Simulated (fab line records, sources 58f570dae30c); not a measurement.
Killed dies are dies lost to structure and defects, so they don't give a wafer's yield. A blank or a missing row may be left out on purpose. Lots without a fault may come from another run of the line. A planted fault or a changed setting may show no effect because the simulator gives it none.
fab line records | flow berkeley_cmos170
record lots=5 wafers=15 last_day=12
route steps=331 shown V2@294
lots that met no fault: from a run of the same line without faults
start_h: hours from the record's first day to the start of the lot's first wafer shown | wait_h: hours since the lot's step before | " the same as in the row above | L1.1+2: a row that stands for several wafers | - no value, or no start given | * or withheld: withheld | < > ~ a bound
route shown NAME@n: a module of which the file shows steps, and the number in the route of the first | usual: mean/standard deviation of fault-free wafers | same: alike in all rows | chamber/n: place in a boat | sites: the reading at each site | _std_site: their standard deviation | _edge_site: outer sites' mean less inner sites' | radius_mm: how far each site lies from the wafer's centre | mask NAME#n: copy n | behind: the tool/chamber that last shaped the wafer | hold: why the lot was held/for how many hours/how that ended | device: the transistor (n, p or np) that didn't switch | end of line: the same wafers' tests at the end of the route | a step without rows: its recipe alone | killed: dies lost to structure and defects at the first sort, not the wafer's yield | map: a wafer's dies, x killed, . not, _ none there
set.NAME: the setting as run; set.NAME@STEP: as run at that earlier step | model.NAME: the simulator's own value behind a step, which no gauge read
lots at some steps of the route; a table a step, a row a wafer
services: from which hour (start_h, from the record's first day; less than 0 if before it) a tool's chamber was out of use, for how many hours, and why
## steps
# step UCB170_V2_CMP_02
# recipe material=SiO2 down_force_psi=6 platen_rpm=60 pad_velocity_m_s=0.75398
# usual motor_current_A=15.7/2 platen_rpm=60.00/0.037
# columns lot.wafer tool chamber start_h wait_h motor_current_A platen_rpm
L882.2 cmp-02 3 162.46 0.2 13.6 59.98
L882.5 " 0 " " 18.1 60.03
L882.6 " 1 " " 17.1 59.98
L885.4 cmp-02 0 191.02 0.1 17.6 59.95
L885.2 " 2 " " 15.1 60.00
L885.6 " 0 " " 18.5 60.05
L894.2 cmp-01 1 244.22 0.0 20.1 60.04
L894.4 " 3 " " 15.5 59.99
L894.1 " 0 " " 13.6 60.00
L897.2 cmp-01 3 256.32 0.0 15.1 59.97
L897.1 " 0 " " 13.0 60.01
L897.4 " 1 " " 18.8 59.96
L904.4 cmp-01 2 287.83 0.1 14.3 60.01
L904.3 " 3 " " 15.3 60.01
L904.5 " 2 " " 15.6 59.98
# step UCB170_V2_BOW_MEAS_03
# recipe mode=bow
# usual V2_BOW=37/6.4
# columns lot.wafer tool chamber start_h wait_h V2_BOW[um]
L882.2 film_metro-01 - 162.63 0.1 39
L882.5 " - " " 26
L882.6 " - " " 37
L885.2 film_metro-03 - 191.29 0.1 55
L885.4 " - " " 37
L885.6 " - " " 38
L894.1 film_metro-01 - 244.52 0.1 32
L894.2 " - " " 35
L894.4 " - " " 38
L897.1 film_metro-01 - 256.62 0.2 37
L897.2 " - " " 33
L897.4 " - " " 33
L904.3 film_metro-03 - 288.12 0.2 42
L904.4 " - " " 36
L904.5 " - " " 43
# step UCB170_V2_THK_MEAS_04
# recipe reads=SiO2_of_V2_CVD_00
# usual V2_POLISHED_THK=1000.0/1.4
# columns lot.wafer tool chamber start_h wait_h V2_POLISHED_THK[nm]
L882.2 film_metro-01 - 162.74 0.1 997.6
L882.5 " - " " 1001.2
L882.6 " - " " 999.6
L885.2 film_metro-03 - 191.40 0.1 998.8
L885.4 " - " " 1000.7
L885.6 " - " " 1000.3
L894.1 film_metro-01 - 244.64 0.1 999.4
L894.2 " - " " 997.1
L894.4 " - " " 1001.1
L897.1 film_metro-01 - 256.74 0.1 1001.2
L897.2 " - " " 1002.4
L897.4 " - " " 1001.0
L904.3 film_metro-03 - 288.22 0.1 1000.6
L904.4 " - " " 1000.7
L904.5 " - " " 999.6
# step UCB170_V2_CLEAN_05
# recipe chemistry=DIW
# step UCB170_V2_HMDS_06
# recipe prime_time_s=60 prime_temp_c=100
# step UCB170_V2_COAT_07
# recipe resist=KrF spin_rpm=1500 resist_thk_nm=900
# step UCB170_V2_SOFTBAKE_08
# recipe resist=KrF temp_c=130 time_s=60
# step UCB170_V2_EXPOSE_09
# recipe mask_id=VIA2 target_cd_nm=700 na=0.5 sigma_outer=0.6 source_shape=conventional dose_mj=37
# step UCB170_V2_PEB_10
# recipe peb_temp_c=130 peb_time_s=withheld resist=KrF
# step UCB170_V2_DEVELOP_11
# recipe developer=TMAH develop_time_s=45 resist=KrF dev_temp_c=21
# step UCB170_V2_CD_MEAS_12
# recipe target_cd_nm=700
# usual cd_nm=700.3/1.1
# columns lot.wafer tool chamber start_h wait_h cd_nm
L882.2 cd_sem-02 - 163.97 - 700.4
L882.5 " - " " 700.3
L882.6 " - " " 701.8
L885.2 cd_sem-01 - 193.03 - 700.8
L885.4 " - " " 700.8
L885.6 " - " " 701.9
L894.1 cd_sem-01 - 245.89 - 700.6
L894.2 " - " " 700.3
L894.4 " - " " 699.6
L897.1 cd_sem-01 - 258.40 - 698.7
L897.2 " - " " 698.3
L897.4 " - " " 697.9
L904.3 cd_sem-01 - 289.50 - 700.0
L904.4 " - " " 700.1
L904.5 " - " " 699.5
# step UCB170_V2_OVL_MEAS_13
# usual V2_OVL=-2/5.3
# columns lot.wafer tool chamber start_h wait_h V2_OVL[nm]
L882.2 overlay-01 - 164.08 0.1 3
L882.5 " - " " 6
L882.6 " - " " 6
L885.2 overlay-02 - 193.13 0.1 -14
L885.4 " - " " -14
L885.6 " - " " -15
L894.1 overlay-01 - 246.01 0.1 -5
L894.2 " - " " -9
L894.4 " - " " -9
L897.1 overlay-02 - 258.52 0.1 -11
L897.2 " - " " -12
L897.4 " - " " -8
L904.3 overlay-02 - 289.60 0.1 -5
L904.4 " - " " -4
L904.5 " - " " -6
# step UCB170_V2_ETCH_14
# recipe chemistry=CHF3/CF4/Ar target=SiO2 stop_on=Al CHF3_flow_sccm=45 cf4_flow_sccm=15 Ar_flow_sccm=150 pressure_mtorr=200 rf_w=700 target_depth_a=12500 over_etch_frac=0.25 time_s=291
# usual drypump_motor_current_A=5.6/0.42 oes_product_au=0.879/0.011 run_length_s=319.3/0.43 throttle_valve_pct=7.00/0.1
# columns lot.wafer tool chamber start_h wait_h drypump_motor_current_A oes_product_au rf_hours_counter_h run_length_s throttle_valve_pct model.KrF_of_V2_COAT_07.thk_nm
L882.2 rie_diel-03 0 164.11 0.0 6.3 0.872 110 319.4 6.98 610.2
L882.5 " 0 " " 6.4 0.862 - 319.1 6.98 605.9
L882.6 " 1 " " 5.1 0.886 - 319.4 7.06 613.8
L885.2 rie_diel-01 2 193.16 0.0 5.5 0.899 112 319.1 6.78 605.9
L885.4 " 0 " " 6.1 0.879 17 318.8 7.01 616.2
L885.6 " 0 " " 6.1 0.878 - 318.6 7.02 620.7
L894.1 rie_diel-01 0 246.05 0.0 6.1 0.992 18 276.5 7.01 657.2
L894.2 " 2 " " 5.5 0.900 114 318.9 6.78 611.1
L894.4 " 1 " " 5.8 0.890 25 320.2 7.02 608.8
L897.1 rie_diel-03 2 258.55 0.0 5.3 0.875 109 319.2 7.07 614.9
L897.2 " 1 " " 5.1 0.886 8 319.4 7.06 617.6
L897.4 " 0 " " 6.3 0.865 114 318.8 6.99 615.2
L904.3 rie_diel-03 1 289.62 0.0 5.1 0.882 10 319.5 7.04 620.8
L904.4 " 2 " " 5.3 0.869 110 318.8 7.07 614.3
L904.5 " 2 " " 5.3 0.879 - 318.9 7.06 615.7
# step UCB170_V2_STRIP_15
# recipe chemistry=O2 power_w=400 pressure_mtorr=3500 platen_temp_c=withheld o2_flow_sccm=400 overash_fraction=0.5
# usual drypump_motor_current_A=6.1/0.37 oes_product_au=0.722/0.0049 strip_time_to_endpoint_s=15.35/0.12
# columns lot.wafer tool chamber start_h wait_h drypump_motor_current_A oes_product_au rf_hours_counter_h strip_time_to_endpoint_s
L882.2 plasma_asher-01 0 164.29 0.1 6.2 0.725 36 15.31
L882.5 " 0 " " 6.2 0.718 - 15.22
L882.6 " 1 " " 5.5 0.720 - 15.41
L885.2 plasma_asher-02 0 193.34 0.1 6.4 0.719 49 15.21
L885.4 " 0 " " 6.4 0.724 - 15.46
L885.6 " 0 " " 6.4 0.718 - 15.56
L894.1 plasma_asher-04 1 246.22 0.1 5.5 0.723 54 16.37
L894.2 " 0 " " 6.4 0.725 54 15.34
L894.4 " 0 " " 6.4 0.722 - 15.27
L897.1 plasma_asher-04 0 258.73 0.1 6.4 0.726 56 15.41
L897.2 " 1 " " 5.5 0.720 56 15.49
L897.4 " 0 " " 6.4 0.719 - 15.42
L904.3 plasma_asher-01 1 289.83 0.1 5.5 0.717 - 15.57
L904.4 " 0 " " 6.2 0.728 - 15.41
L904.5 " 1 " " 5.5 0.730 - 15.45
# step UCB170_V2_CD_MEAS_90
# recipe target_cd_nm=700
# usual cd_nm=700.2/1.3
# columns lot.wafer tool chamber start_h wait_h cd_nm
L882.2 cd_sem-02 - 164.41 0.1 700.3
L882.5 " - " " 700.7
L882.6 " - " " 701.6
L885.2 cd_sem-02 - 193.46 0.1 700.3
L885.4 " - " " 699.2
L885.6 " - " " 701.0
L894.1 cd_sem-01 - 246.32 0.1 698.8
L894.2 " - " " 700.2
L894.4 " - " " 699.9
L897.1 cd_sem-01 - 258.83 0.1 698.2
L897.2 " - " " 698.8
L897.4 " - " " 697.6
L904.3 cd_sem-01 - 289.94 0.1 700.7
L904.4 " - " " 701.0
L904.5 " - " " 699.2
## services
# columns tool chamber start_h hours kind
rie_diel-01 3 156.14 8.5 repair
rie_diel-01 2 201.66 5.5 repair
rie_diel-01 0 215.21 3.0 repair
rie_diel-03 0 231.49 7.6 repair
cmp-01 - 232.00 4.0 pm
cmp-01 - 236.00 - consumable_replace:conditioner
cmp-01 - 236.00 - consumable_replace:pad
plasma_asher-02 - 236.25 7.7 repair
rie_diel-03 2 268.78 4.2 repair
rie_diel-03 - 275.42 0.5 repair
## key
first_sign step=UCB170_V2_ETCH_14 reading=run_length_s direction=down sigmas=99+ usual=* struck=*
effect step=UCB170_V2_ETCH_14 reading=oes_product_au direction=up sigmas=9.9 usual=0.879 struck=0.992
effect step=UCB170_V2_STRIP_15 reading=strip_time_to_endpoint_s direction=up sigmas=8.4 usual=* struck=*
model_effect step=UCB170_V2_ETCH_14 value=KrF_of_V2_COAT_07.thk_nm without=618.3 struck=657.2
met_at UCB170_V2_ETCH_14
struck_wafers L894.1
sort_left_out L894.1
onset_between 193.16 246.05
fault kind=process_parameter_drift tool=rie_diel-01 chamber=0 onset_h=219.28 steps=UCB170_V2_ETCH_14 channel=time_s offset=* shape=step end_h=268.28 acts_in=* stated=*
# sort_left_out: the simulated sort isn't trusted on such a fault, so these wafers' sort isn't shown, and their yield isn't known
